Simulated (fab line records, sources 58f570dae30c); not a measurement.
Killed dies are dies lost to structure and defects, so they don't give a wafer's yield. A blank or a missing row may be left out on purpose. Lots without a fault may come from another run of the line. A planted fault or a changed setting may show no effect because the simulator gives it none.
Problem report in the 8D (eight disciplines) form, filled by code | flow berkeley_cmos170 | the parts of the form that need people (team, actions taken, sign-off) are left out

1. THE PROBLEM
cathode_dc_power_W at UCB170_M1_SPUTTER_00 reads a mean of 6239.2 W on 2 wafers of 2 lots; wafers without a fault read 6000.1 W with a standard deviation of 1.1. That is +99 or more standard deviations from the usual mean.
The step: material Al, target thk 600 nm, time 80 s.
First seen on wafer L603.6, day 11 12:28, on pvd_sputter-01. The record holds 42 wafers of 14 lots with a number at this step. Rule for "out", or "out of limits": more than 4 standard deviations from the usual mean. The other wafers with a number count as sound.

2. WHAT IT IS AND WHAT IT IS NOT
question                    | is                 | is not
which readings at this step | cathode_dc_power_W | throttle_valve_pct
which lots                  | L603, L604         | L592, L593, L594, L595, L596, L601, L606, L607, L610, L611, L612, L614
which wafers of those lots  | L603.6, L604.2     | L603.4, L603.5, L604.1, L604.4
read on which tools         | pvd_sputter-01     | pvd_sputter-02, pvd_sputter-04
when                        | from day 11 12:28  | up to then (20 sound wafers); but 20 sound wafers of L604, L606, L607, L610, L611, L612, L614 came after

3. SUSPECTS, AND WHAT RULES EACH OUT
Counting: a tool at a process step up to the reading stays a suspect if it ran every lot that is out. Sound lots after the first of them don't rule it out here, since some wafers of a struck lot are sound.
- pvd_sputter-01 at UCB170_M1_SPUTTER_00 (material Al, target thk 600 nm, time 80 s): kept. It ran every lot that is out, first L603 (day 11 12:28); its last sound lot up to then is L595 (day 10 02:25). Its own readings are out on those wafers: cathode_dc_power_W.
Left after counting: pvd_sputter-01 at UCB170_M1_SPUTTER_00.

4. THE CAUSE (what the simulator had put in)
Process parameter drift: pvd_sputter-01, from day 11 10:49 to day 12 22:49, at UCB170_M1_SPUTTER_00. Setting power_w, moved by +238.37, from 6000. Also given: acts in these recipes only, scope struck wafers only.
Counting left only this tool.

5. THE CHAIN OF EFFECTS, in route order
Each row: a reading whose mean over the struck wafers that have a number lies more than 3 standard deviations from the usual. Only readings for which the record gives a usual standard deviation are gone through. hours: the time from each lot's start at the first step in this table that gives one to its start at this step, as a median over the lots. sigmas: the change in usual standard deviations.
hours | step                 | reading            | usual    | on struck wafers | change | sigmas
0     | UCB170_M1_SPUTTER_00 | cathode_dc_power_W | 6000.1 W | 6239.2           | +239.1 | +99 or more
The process steps in it:
- UCB170_M1_SPUTTER_00: material Al, target thk 600 nm, time 80 s.

6. WHAT WOULD HAVE CAUGHT IT SOONER
In this record the first reading out of limits was taken at day 11 12:28, 2 hours after the fault began at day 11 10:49.
